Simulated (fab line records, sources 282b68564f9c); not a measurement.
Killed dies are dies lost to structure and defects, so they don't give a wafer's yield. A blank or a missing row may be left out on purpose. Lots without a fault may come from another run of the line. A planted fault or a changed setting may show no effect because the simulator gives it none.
fab line records | flow rit_cmos
record lots=14 wafers=42 last_day=7
route steps=202 shown GATE@87 M1@202
lots that met no fault: from a run of the same line without faults
start_h: hours from the record's first day to the start of the lot's first wafer shown | wait_h: hours since the lot's step before | " the same as in the row above | L1.1+2: a row that stands for several wafers | - no value, or no start given | * or withheld: withheld | < > ~ a bound
route shown NAME@n: a module of which the file shows steps, and the number in the route of the first | usual: mean/standard deviation of fault-free wafers | same: alike in all rows | chamber/n: place in a boat | sites: the reading at each site | _std_site: their standard deviation | _edge_site: outer sites' mean less inner sites' | radius_mm: how far each site lies from the wafer's centre | mask NAME#n: copy n | behind: the tool/chamber that last shaped the wafer | hold: why the lot was held/for how many hours/how that ended | device: the transistor (n, p or np) that didn't switch | end of line: the same wafers' tests at the end of the route | a step without rows: its recipe alone | killed: dies lost to structure and defects at the first sort, not the wafer's yield | map: a wafer's dies, x killed, . not, _ none there
set.NAME: the setting as run; set.NAME@STEP: as run at that earlier step | model.NAME: the simulator's own value behind a step, which no gauge read
steps of the route over a sample of lots; a table a step, a row a wafer
## steps
# step RIT_GATE_COAT_11
# recipe resist=NOVOLAK spin_rpm=4250 resist_thk_nm=850
# usual resist_line_temp_C=23.01/0.1 spin_speed_rpm=4250/3.1
# columns lot.wafer tool chamber start_h wait_h resist_line_temp_C spin_speed_rpm
L720.3 litho_track-03 0 35.80 0.1 22.94 4250
L720.4 " 0 " " 22.99 4249
L720.5 " 0 " " 22.93 4251
L721.1 litho_track-02 0 41.58 0.1 23.06 4248
L721.3 " 0 " " 23.07 4255
L721.4 " 0 " " 23.11 4251
L723.2 litho_track-04 0 54.22 0.1 23.03 4253
L723.3 " 0 " " 23.19 4251
L723.5 " 0 " " 23.02 4258
L724.1 litho_track-03 0 57.16 0.1 22.79 4250
L724.2 " 0 " " 22.89 4249
L724.6 " 0 " " 22.87 4251
L725.1 litho_track-02 0 61.92 0.1 22.91 4244
L725.3 " 0 " " 22.95 4240
L725.6 " 0 " " 22.89 4250
L726.2 litho_track-02 0 68.78 0.1 23.00 4252
L726.5 " 0 " " 22.96 4253
L726.6 " 0 " " 22.92 4244
L727.1 litho_track-04 0 75.45 0.1 22.85 4251
L727.5 " 0 " " 22.91 4251
L727.6 " 0 " " 23.18 4249
L729.3 litho_track-03 0 80.41 0.1 23.03 4247
L729.4 " 0 " " 23.01 4249
L729.5 " 0 " " 23.09 4247
L730.1 litho_track-02 0 88.01 0.1 23.12 4253
L730.4 " 0 " " 23.00 4253
L730.6 " 0 " " 23.10 4252
L731.2 litho_track-03 0 91.95 0.1 22.94 4249
L731.5 " 0 " " 22.82 4250
L731.6 " 0 " " 22.91 4250
L732.2 litho_track-02 0 95.36 0.1 23.03 4255
L732.3 " 0 " " 23.00 4253
L732.6 " 0 " " 23.02 4249
L737.1 litho_track-03 0 121.36 0.1 22.99 4248
L737.3 " 0 " " 23.04 4249
L737.5 " 0 " " 23.11 4248
L742.4 litho_track-02 0 146.11 0.1 22.98 4089
L742.5 " 0 " " 23.01 4085
L742.6 " 0 " " 22.98 4087
L743.2 litho_track-02 0 150.47 0.1 23.12 4091
L743.4 " 0 " " 22.89 4084
L743.5 " 0 " " 23.06 4089
# step RIT_M1_PROBE_99
# usual killed_at_contacts=0.1/0.28 killed_at_front_end=6.5/3 killed_dies=7/3 killed_open=3.2/2 killed_short=3.2/1.9
# same gross_dies=264 killed_at_M0_to_M3=0 killed_at_M4_up=0 killed_at_back_side=0 killed_at_other=0
# columns lot.wafer tool chamber start_h wait_h killed_at_contacts killed_at_front_end killed_dies killed_open killed_short
L731.2 prober-02 - 112.90 0.1 0 2 2 2 0
L731.5 prober-02 - 113.05 0.2 0 8 8 5 3
L731.6 prober-02 - 113.10 0.2 0 2 2 1 1
L743.2 prober-02 - 171.46 0.1 0 4 4 2 2
L743.4 prober-02 - 171.56 0.2 0 8 8 4 4
L743.5 prober-02 - 171.61 0.2 0 4 4 1 3
# killed by level:class
L731.2 FOX2:geometric_particle:open=1 REOX:geometric_particle:open=1
L731.5 GATE:geometric_particle:open=3 GATE:geometric_particle:short=2 FOX1:geometric_particle:open=1 SPACER:geometric_particle:open=1 SILICIDE:geometric_particle:short=1
L731.6 SPACER:geometric_particle:short=1 SILICIDE:geometric_particle:open=1
L743.2 GATE:geometric_particle:short=2 GATE:geometric_particle:open=1 SILICIDE:geometric_particle:open=1
L743.4 GATE:geometric_particle:open=2 FOX1:geometric_particle:open=1 FOX1:geometric_particle:short=1 GATE:geometric_particle:short=1 REOX:geometric_particle:short=1 SPACER:geometric_particle:open=1 SPACER:geometric_particle:short=1
L743.5 FOX1:geometric_particle:short=1 SILICIDE:geometric_particle:short=1 FOX1:geometric_particle:open=1 SPACER:geometric_particle:short=1
## key
first_sign step=RIT_GATE_COAT_11 reading=spin_speed_rpm direction=down sigmas=53 usual=4250 struck=4087
effect none on later readings
met_at RIT_GATE_COAT_11
struck_lots L742,L743
tester_left_out L742,L743
onset_between 95.36 146.11
fault kind=process_parameter_drift tool=litho_track-02 chamber=- onset_h=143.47 steps=RIT_GATE_COAT_11 channel=spin_rpm offset=-163.36 shape=step end_h=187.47 acts_in=these_recipes_only stated=4250
# tester_left_out: of these lots the tester's yield and bins aren't shown, on N5 and GAA mostly nor the transistor test; their killed dies are dies lost to structure and defects alone, not to doping, threshold or leakage, so they don't give the yield
